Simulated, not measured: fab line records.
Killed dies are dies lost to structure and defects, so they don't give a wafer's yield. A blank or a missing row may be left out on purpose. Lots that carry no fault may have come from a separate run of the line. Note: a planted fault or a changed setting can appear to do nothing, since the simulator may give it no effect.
Which tool is to blame? || flow rit cmos || 21 wafers from 7 lots sampled at 3 of the route's 202 steps

== WHAT EACH GAUGE READ, for each wafer ==
RIT_CONTACT_OVL_MEAS_09.
{"lot": "L974", "measured": "day 4 08:14", "on": "overlay-01", "CONTACT_OVL (nm)": "0.8 1.0 -1.7"}
{"lot": "L977", "measured": "day 4 21:10", "on": "overlay-02", "CONTACT_OVL (nm)": "-1.0 -0.7 -1.7"}
{"lot": "L979", "measured": "day 5 09:38", "on": "overlay-02", "CONTACT_OVL (nm)": "-1.6 -2.4 -2.7"}
{"lot": "L981", "measured": "day 5 18:39", "on": "overlay-01", "CONTACT_OVL (nm)": "-0.2 -0.3 1.1"}
{"lot": "L983", "measured": "day 6 03:53", "on": "overlay-02", "CONTACT_OVL (nm)": "-3.7 -2.5 -2.4"}
{"lot": "L986", "measured": "day 7 02:52", "on": "overlay-01", "CONTACT_OVL (nm)": "-1.8 -1.1 -0.9"}
{"lot": "L993", "measured": "day 8 21:28", "on": "overlay-01", "CONTACT_OVL (nm)": "-0.3 -0.8 0.7"}

== EACH LOT AND THE TOOL THAT RAN IT (in order: tool; ch and the chambers of the sampled wafers; start) ==
{"lot": "L974", "RIT_PWELL_COAT_01": "litho track-01 ch 0, day 2 18:01", "RIT_PSD_STRIP_09": "plasma asher-04 ch 0,1, day 4 05:22"}
{"lot": "L977", "RIT_PWELL_COAT_01": "litho track-04 ch 0, day 3 09:59", "RIT_PSD_STRIP_09": "plasma asher-03 ch 0,1, day 4 18:11"}
{"lot": "L979", "RIT_PWELL_COAT_01": "litho track-03 ch 0, day 3 22:12", "RIT_PSD_STRIP_09": "plasma asher-04 ch 0,1, day 5 06:44"}
{"lot": "L981", "RIT_PWELL_COAT_01": "litho track-04 ch 0, day 4 06:31", "RIT_PSD_STRIP_09": "plasma asher-04 ch 0,1, day 5 15:50"}
{"lot": "L983", "RIT_PWELL_COAT_01": "litho track-03 ch 0, day 4 16:11", "RIT_PSD_STRIP_09": "plasma asher-04 ch 0,1, day 6 00:50"}
{"lot": "L986", "RIT_PWELL_COAT_01": "litho track-04 ch 0, day 5 08:37", "RIT_PSD_STRIP_09": "plasma asher-03 ch 0,1, day 6 23:57"}
{"lot": "L993", "RIT_PWELL_COAT_01": "litho track-01 ch 0, day 7 05:11", "RIT_PSD_STRIP_09": "plasma asher-04 ch 0,1, day 8 18:28"}
- RIT_PWELL_COAT_01: resist thk 1300 nm.
- RIT_PSD_STRIP_09: strips in O2, time 180 s.

== THE ANSWER, worked out from the rows above alone ==
Rule: what is usual is taken from the lots themselves. The widest of any qualifying gaps counts: lots, ordered by their means at a reading, are off when they make up no more than a third of the lots, leave a main group of 4 or more, and stand apart from it by 3 or more times the standard deviation of that group's means. A main group is skipped when, at the precision printed for the reading in the tables above, its means are all equal. Also off: a lot with no number at a reading for which 4 or more lots have one. Where the step has rows for the other lots, those lots are counted as sound.
No lot is off at any reading shown: from this, nothing can be told.

== WHAT THE SIMULATOR HAD PUT IN ==
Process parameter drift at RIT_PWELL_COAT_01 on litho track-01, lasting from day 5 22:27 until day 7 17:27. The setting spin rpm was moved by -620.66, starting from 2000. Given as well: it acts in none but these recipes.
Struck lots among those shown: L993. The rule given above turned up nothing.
